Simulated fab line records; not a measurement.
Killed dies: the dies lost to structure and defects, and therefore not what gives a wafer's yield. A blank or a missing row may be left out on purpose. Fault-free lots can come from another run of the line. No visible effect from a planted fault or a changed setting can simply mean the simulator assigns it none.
What tool caused it? :: flow berkeley_cmos170 :: 42 wafers from 14 lots sampled at 6 of the route's 331 steps

## WHAT EACH GAUGE READ, for each wafer
UCB170_NVT_OVL_MEAS_06. Usual: for NVT_OVL the level is 1 nm and the standard deviation is 5.5.
lot: L370
measured: day 5 20:49
on: overlay-02
NVT_OVL (nm): 8 11 5
flag: 

lot: L371
measured: day 6 03:05
on: overlay-01
NVT_OVL (nm): -1 -2 -4
flag: 

lot: L372
measured: day 6 08:12
on: overlay-02
NVT_OVL (nm): 2 -3 -2
flag: 

lot: L373
measured: day 6 08:26
on: overlay-01
NVT_OVL (nm): 3 3 7
flag: 

lot: L376
measured: day 7 06:04
on: overlay-01
NVT_OVL (nm): -6 -3 -6
flag: 

lot: L375
measured: day 7 06:05
on: overlay-02
NVT_OVL (nm): 3 7 5
flag: 

lot: L374
measured: day 7 06:20
on: overlay-02
NVT_OVL (nm): -7 -5 -4
flag: 

lot: L380
measured: day 8 10:49
on: overlay-02
NVT_OVL (nm): 7 5 9
flag: 

lot: L382
measured: day 8 11:22
on: overlay-02
NVT_OVL (nm): 0 2 0
flag: 

lot: L388
measured: day 9 18:51
on: overlay-02
NVT_OVL (nm): 2 5 1
flag: 

lot: L387
measured: day 9 18:52
on: overlay-01
NVT_OVL (nm): 3 6 5
flag: 

lot: L385
measured: day 9 19:08
on: overlay-01
NVT_OVL (nm): -9 -9 -6
flag: 

lot: L390
measured: day 10 07:22
on: overlay-01
NVT_OVL (nm): 0 -4 5
flag: 

lot: L391
measured: day 10 18:51
on: overlay-02
NVT_OVL (nm): 8 6 6
flag: 

UCB170_M1_RS_MEAS_01: a four-point-probe measurement. Usual: for M1_AL_RS the level is 0.0482 ohm/sq and the standard deviation is 0.00057.
lot: L370
measured: day 7 12:19
on: film_metro-04
M1_AL_RS (ohm/sq): 0.0485 0.0489 0.0487
flag: 

lot: L371
measured: day 7 20:53
on: film_metro-01
M1_AL_RS (ohm/sq): 0.0476 0.0475 0.0476
flag: 

lot: L372
measured: day 7 20:54
on: film_metro-04
M1_AL_RS (ohm/sq): 0.0484 0.0481 0.0489
flag: 

lot: L373
measured: day 7 17:49
on: film_metro-04
M1_AL_RS (ohm/sq): 0.0488 0.0478 0.0483
flag: 

lot: L376
measured: day 9 06:19
on: film_metro-04
M1_AL_RS (ohm/sq): 0.0584 0.0574 0.0585
flag: OFF

lot: L375
measured: day 9 05:26
on: film_metro-03
M1_AL_RS (ohm/sq): 0.0488 0.0485 0.0487
flag: 

lot: L374
measured: day 9 05:21
on: film_metro-04
M1_AL_RS (ohm/sq): 0.0486 0.0476 0.0481
flag: 

lot: L380
measured: day 10 12:25
on: film_metro-01
M1_AL_RS (ohm/sq): 0.0592 0.0588 0.0586
flag: OFF

lot: L382
measured: day 10 08:20
on: film_metro-04
M1_AL_RS (ohm/sq): 0.0475 0.0485 0.0483
flag: 

lot: L388
measured: day 11 12:32
on: film_metro-01
M1_AL_RS (ohm/sq): 0.0482 0.0477 0.0484
flag: 

lot: L387
measured: day 11 14:02
on: film_metro-03
M1_AL_RS (ohm/sq): 0.0482 0.0481 0.0479
flag: 

lot: L385
measured: day 11 12:56
on: film_metro-01
M1_AL_RS (ohm/sq): 0.0475 0.0481 0.0481
flag: 

lot: L390
measured: day 11 23:35
on: film_metro-03
M1_AL_RS (ohm/sq): 0.0480 0.0480 0.0483
flag: 

lot: L391
measured: day 12 09:59
on: film_metro-04
M1_AL_RS (ohm/sq): 0.0482 0.0478 0.0478
flag: 

UCB170_M1_THK_MEAS_02: measures by xrf. Usual: for M1_AL_THK the level is 607 nm and the standard deviation is 7.7.
lot: L370
measured: day 7 12:26
on: film_metro-04
M1_AL_THK (nm): 606 592 599
flag: 

lot: L371
measured: day 7 20:59
on: film_metro-01
M1_AL_THK (nm): 617 617 614
flag: 

lot: L372
measured: day 7 21:00
on: film_metro-04
M1_AL_THK (nm): 601 603 600
flag: 

lot: L373
measured: day 7 17:55
on: film_metro-04
M1_AL_THK (nm): 603 612 604
flag: 

lot: L376
measured: day 9 06:25
on: film_metro-04
M1_AL_THK (nm): 502 510 506
flag: OFF

lot: L375
measured: day 9 05:34
on: film_metro-03
M1_AL_THK (nm): 601 607 606
flag: 

lot: L374
measured: day 9 05:26
on: film_metro-04
M1_AL_THK (nm): 602 616 608
flag: 

lot: L380
measured: day 10 12:32
on: film_metro-01
M1_AL_THK (nm): 491 497 498
flag: OFF

lot: L382
measured: day 10 08:28
on: film_metro-04
M1_AL_THK (nm): 615 596 607
flag: 

lot: L388
measured: day 11 12:40
on: film_metro-01
M1_AL_THK (nm): 606 608 601
flag: 

lot: L387
measured: day 11 14:09
on: film_metro-03
M1_AL_THK (nm): 607 608 615
flag: 

lot: L385
measured: day 11 13:02
on: film_metro-01
M1_AL_THK (nm): 612 604 602
flag: 

lot: L390
measured: day 11 23:41
on: film_metro-03
M1_AL_THK (nm): 609 608 607
flag: 

lot: L391
measured: day 12 10:05
on: film_metro-04
M1_AL_THK (nm): 603 613 607
flag: 

## EACH LOT AND THE TOOL THAT RAN IT (in order: tool; ch and the chambers of the sampled wafers; start)
lot: L370
UCB170_PLDD_STRIP_10: plasma_asher-03 ch 0,1, day 6 19:45
UCB170_PSD_STRIP_09: plasma_asher-01 ch 0,1, day 7 03:34
UCB170_M1_SPUTTER_00: pvd_sputter-04, day 7 12:16

lot: L371
UCB170_PLDD_STRIP_10: plasma_asher-03 ch 1, day 6 23:20
UCB170_PSD_STRIP_09: plasma_asher-04 ch 0,1, day 7 07:45
UCB170_M1_SPUTTER_00: pvd_sputter-03, day 7 20:48

lot: L372
UCB170_PLDD_STRIP_10: plasma_asher-04 ch 0,1, day 6 23:55
UCB170_PSD_STRIP_09: plasma_asher-01 ch 0,1, day 7 07:54
UCB170_M1_SPUTTER_00: pvd_sputter-04, day 7 20:48

lot: L373
UCB170_PLDD_STRIP_10: plasma_asher-02 ch 0,1, day 6 23:44
UCB170_PSD_STRIP_09: plasma_asher-02 ch 0,1, day 7 07:35
UCB170_M1_SPUTTER_00: pvd_sputter-03, day 7 17:43

lot: L376
UCB170_PLDD_STRIP_10: plasma_asher-02 ch 1, day 8 01:01
UCB170_PSD_STRIP_09: plasma_asher-02 ch 0,1, day 8 14:01
UCB170_M1_SPUTTER_00: pvd_sputter-03, day 9 06:14

lot: L375
UCB170_PLDD_STRIP_10: plasma_asher-04 ch 0,1, day 8 01:16
UCB170_PSD_STRIP_09: plasma_asher-04 ch 0,1, day 8 13:47
UCB170_M1_SPUTTER_00: pvd_sputter-03, day 9 05:14

lot: L374
UCB170_PLDD_STRIP_10: plasma_asher-03 ch 0,1, day 8 00:53
UCB170_PSD_STRIP_09: plasma_asher-02 ch 0,1, day 8 13:20
UCB170_M1_SPUTTER_00: pvd_sputter-01, day 9 05:14

lot: L380
UCB170_PLDD_STRIP_10: plasma_asher-03 ch 0,1, day 9 12:06
UCB170_PSD_STRIP_09: plasma_asher-02 ch 0,1, day 10 01:25
UCB170_M1_SPUTTER_00: pvd_sputter-03, day 10 12:21

lot: L382
UCB170_PLDD_STRIP_10: plasma_asher-03 ch 0,1, day 9 11:52
UCB170_PSD_STRIP_09: plasma_asher-02 ch 0,1, day 9 21:07
UCB170_M1_SPUTTER_00: pvd_sputter-01, day 10 08:16

lot: L388
UCB170_PLDD_STRIP_10: plasma_asher-02 ch 0,1, day 10 16:26
UCB170_PSD_STRIP_09: plasma_asher-02 ch 0,1, day 11 01:50
UCB170_M1_SPUTTER_00: pvd_sputter-04, day 11 12:29

lot: L387
UCB170_PLDD_STRIP_10: plasma_asher-02 ch 0,1, day 10 15:57
UCB170_PSD_STRIP_09: plasma_asher-04 ch 0,1, day 11 01:43
UCB170_M1_SPUTTER_00: pvd_sputter-04, day 11 13:58

lot: L385
UCB170_PLDD_STRIP_10: plasma_asher-03 ch 0,1, day 10 16:14
UCB170_PSD_STRIP_09: plasma_asher-02 ch 0,1, day 11 01:18
UCB170_M1_SPUTTER_00: pvd_sputter-01, day 11 12:50

lot: L390
UCB170_PLDD_STRIP_10: plasma_asher-04 ch 1, day 11 03:38
UCB170_PSD_STRIP_09: plasma_asher-04 ch 0,1, day 11 13:11
UCB170_M1_SPUTTER_00: pvd_sputter-04, day 11 23:30

lot: L391
UCB170_PLDD_STRIP_10: plasma_asher-02 ch 0,1, day 11 14:47
UCB170_PSD_STRIP_09: plasma_asher-04 ch 0,1, day 12 00:43
UCB170_M1_SPUTTER_00: pvd_sputter-01, day 12 09:53
- UCB170_PLDD_STRIP_10: strips in O2.
- UCB170_PSD_STRIP_09: strips in O2.
- UCB170_M1_SPUTTER_00: material Al, target thk 600 nm, time 80 s.

## WHAT THE TOOLS THEMSELVES READ (means of the sampled wafers that have a number; where no wafer has one, the mark that the record gives instead)
UCB170_PLDD_STRIP_10. Usual: drypump_motor_current_A 5.56 A, standard deviation 0.27; oes_product_au 0.734 a.u., standard deviation 0.0044; strip_time_to_endpoint_s 21.62 s, standard deviation 0.061.
lot: L370
tool: plasma_asher-03
drypump_motor_current_A (A): 5.74
oes_product_au (a.u.): 0.738
strip_time_to_endpoint_s (s): 21.61
flag: 

lot: L371
tool: plasma_asher-03
drypump_motor_current_A (A): 5.87
oes_product_au (a.u.): 0.732
strip_time_to_endpoint_s (s): 21.60
flag: 

lot: L372
tool: plasma_asher-04
drypump_motor_current_A (A): 5.11
oes_product_au (a.u.): 0.734
strip_time_to_endpoint_s (s): 21.59
flag: 

lot: L373
tool: plasma_asher-02
drypump_motor_current_A (A): 5.67
oes_product_au (a.u.): 0.731
strip_time_to_endpoint_s (s): 21.69
flag: 

lot: L376
tool: plasma_asher-02
drypump_motor_current_A (A): 5.68
oes_product_au (a.u.): 0.733
strip_time_to_endpoint_s (s): 21.69
flag: 

lot: L375
tool: plasma_asher-04
drypump_motor_current_A (A): 5.15
oes_product_au (a.u.): 0.731
strip_time_to_endpoint_s (s): 21.59
flag: 

lot: L374
tool: plasma_asher-03
drypump_motor_current_A (A): 5.79
oes_product_au (a.u.): 0.737
strip_time_to_endpoint_s (s): 21.64
flag: 

lot: L380
tool: plasma_asher-03
drypump_motor_current_A (A): 5.73
oes_product_au (a.u.): 0.734
strip_time_to_endpoint_s (s): 21.56
flag: 

lot: L382
tool: plasma_asher-03
drypump_motor_current_A (A): 5.72
oes_product_au (a.u.): 0.733
strip_time_to_endpoint_s (s): 21.57
flag: 

lot: L388
tool: plasma_asher-02
drypump_motor_current_A (A): 5.65
oes_product_au (a.u.): 0.733
strip_time_to_endpoint_s (s): 21.64
flag: 

lot: L387
tool: plasma_asher-02
drypump_motor_current_A (A): 5.65
oes_product_au (a.u.): 0.734
strip_time_to_endpoint_s (s): 21.67
flag: 

lot: L385
tool: plasma_asher-03
drypump_motor_current_A (A): 5.75
oes_product_au (a.u.): 0.736
strip_time_to_endpoint_s (s): 21.55
flag: 

lot: L390
tool: plasma_asher-04
drypump_motor_current_A (A): 5.07
oes_product_au (a.u.): 0.738
strip_time_to_endpoint_s (s): 21.57
flag: 

lot: L391
tool: plasma_asher-02
drypump_motor_current_A (A): 5.65
oes_product_au (a.u.): 0.727
strip_time_to_endpoint_s (s): 21.65
flag: 

UCB170_PSD_STRIP_09. Usual: drypump_motor_current_A 5.6 A, standard deviation 0.44; oes_product_au 0.600 a.u., standard deviation 0.0046; strip_time_to_endpoint_s 29.37 s, standard deviation 0.09.
lot: L370
tool: plasma_asher-01
drypump_motor_current_A (A): 6.4
oes_product_au (a.u.): 0.597
strip_time_to_endpoint_s (s): 29.27
flag: 

lot: L371
tool: plasma_asher-04
drypump_motor_current_A (A): 5.1
oes_product_au (a.u.): 0.599
strip_time_to_endpoint_s (s): 29.41
flag: 

lot: L372
tool: plasma_asher-01
drypump_motor_current_A (A): 6.1
oes_product_au (a.u.): 0.600
strip_time_to_endpoint_s (s): 29.25
flag: 

lot: L373
tool: plasma_asher-02
drypump_motor_current_A (A): 5.7
oes_product_au (a.u.): 0.596
strip_time_to_endpoint_s (s): 29.43
flag: 

lot: L376
tool: plasma_asher-02
drypump_motor_current_A (A): 5.7
oes_product_au (a.u.): 0.596
strip_time_to_endpoint_s (s): 29.38
flag: 

lot: L375
tool: plasma_asher-04
drypump_motor_current_A (A): 5.1
oes_product_au (a.u.): 0.604
strip_time_to_endpoint_s (s): 29.26
flag: 

lot: L374
tool: plasma_asher-02
drypump_motor_current_A (A): 5.6
oes_product_au (a.u.): 0.600
strip_time_to_endpoint_s (s): 29.48
flag: 

lot: L380
tool: plasma_asher-02
drypump_motor_current_A (A): 5.7
oes_product_au (a.u.): 0.594
strip_time_to_endpoint_s (s): 29.19
flag: 

lot: L382
tool: plasma_asher-02
drypump_motor_current_A (A): 5.7
oes_product_au (a.u.): 0.601
strip_time_to_endpoint_s (s): 29.51
flag: 

lot: L388
tool: plasma_asher-02
drypump_motor_current_A (A): 5.6
oes_product_au (a.u.): 0.601
strip_time_to_endpoint_s (s): 29.41
flag: 

lot: L387
tool: plasma_asher-04
drypump_motor_current_A (A): 5.2
oes_product_au (a.u.): 0.601
strip_time_to_endpoint_s (s): 29.40
flag: 

lot: L385
tool: plasma_asher-02
drypump_motor_current_A (A): 5.6
oes_product_au (a.u.): 0.600
strip_time_to_endpoint_s (s): 29.34
flag: 

lot: L390
tool: plasma_asher-04
drypump_motor_current_A (A): 5.2
oes_product_au (a.u.): 0.598
strip_time_to_endpoint_s (s): 29.43
flag: 

lot: L391
tool: plasma_asher-04
drypump_motor_current_A (A): 5.1
oes_product_au (a.u.): 0.597
strip_time_to_endpoint_s (s): 29.44
flag: 

UCB170_M1_SPUTTER_00. Usual: cathode_dc_power_W 5999.9 W, standard deviation 1; throttle_valve_pct 29.3 %, standard deviation 0.85.
lot: L370
tool: pvd_sputter-04
cathode_dc_power_W (W): 5999.3
throttle_valve_pct (%): 29.5
flag: 

lot: L371
tool: pvd_sputter-03
cathode_dc_power_W (W): 5999.9
throttle_valve_pct (%): 29.3
flag: 

lot: L372
tool: pvd_sputter-04
cathode_dc_power_W (W): 5999.9
throttle_valve_pct (%): 29.1
flag: 

lot: L373
tool: pvd_sputter-03
cathode_dc_power_W (W): 5997.6
throttle_valve_pct (%): 29.1
flag: 

lot: L376
tool: pvd_sputter-03
cathode_dc_power_W (W): 4921.7
throttle_valve_pct (%): 29.2
flag: OFF

lot: L375
tool: pvd_sputter-03
cathode_dc_power_W (W): 6000.0
throttle_valve_pct (%): 29.1
flag: 

lot: L374
tool: pvd_sputter-01
cathode_dc_power_W (W): 5999.7
throttle_valve_pct (%): 30.0
flag: 

lot: L380
tool: pvd_sputter-03
cathode_dc_power_W (W): 4921.9
throttle_valve_pct (%): 28.9
flag: OFF

lot: L382
tool: pvd_sputter-01
cathode_dc_power_W (W): 5999.0
throttle_valve_pct (%): 29.8
flag: 

lot: L388
tool: pvd_sputter-04
cathode_dc_power_W (W): 6001.0
throttle_valve_pct (%): 29.3
flag: 

lot: L387
tool: pvd_sputter-04
cathode_dc_power_W (W): 6000.2
throttle_valve_pct (%): 29.1
flag: 

lot: L385
tool: pvd_sputter-01
cathode_dc_power_W (W): 5999.6
throttle_valve_pct (%): 29.2
flag: 

lot: L390
tool: pvd_sputter-04
cathode_dc_power_W (W): 6000.2
throttle_valve_pct (%): 29.1
flag: 

lot: L391
tool: pvd_sputter-01
cathode_dc_power_W (W): 6000.1
throttle_valve_pct (%): 29.3
flag: 

## THE ANSWER, worked out from the rows above alone
Rule: a lot counts as off when the mean over its wafers that have a number is more than 3 standard deviations away from the usual mean. Also off: a lot with no number at a reading for which 4 or more lots have one. All remaining lots with rows at the step are treated as sound. First the gauges in route order, then the tools' own readings, where a lot's mean is used as printed above. At the first step where some lot is off, the reading lying furthest off is the one used; lots without a number count as furthest.
Off: L376, L380, at UCB170_M1_RS_MEAS_01 (M1_AL_RS).
A tool fits if, at a process step before that reading, it ran every lot that is off, and no sound lot after the first of them. Not tried: the gauges at UCB170_M1_RS_MEAS_01; whatever is off there is also off at UCB170_M1_SPUTTER_00, on other tools, and gauge error can't account for it. One fits: pvd_sputter-03 at UCB170_M1_SPUTTER_00. A fault onset in the window from L375 (day 9 05:14, its last sound lot) to L376 (day 9 06:14, its first lot off) fits.
The tool's own readings at UCB170_M1_SPUTTER_00 bear it out: on the lots that are off they differ by more than 5 times the standard deviation of the sound lots' means. cathode_dc_power_W reads 4921.8 W there against 5999.7 W on the sound lots.

## WHAT HAD BEEN PUT IN BY THE SIMULATOR
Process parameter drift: pvd_sputter-03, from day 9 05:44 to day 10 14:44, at UCB170_M1_SPUTTER_00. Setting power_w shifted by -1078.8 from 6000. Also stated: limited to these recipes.
Struck lots among those shown: L376, L380. Same finding as the rule above.
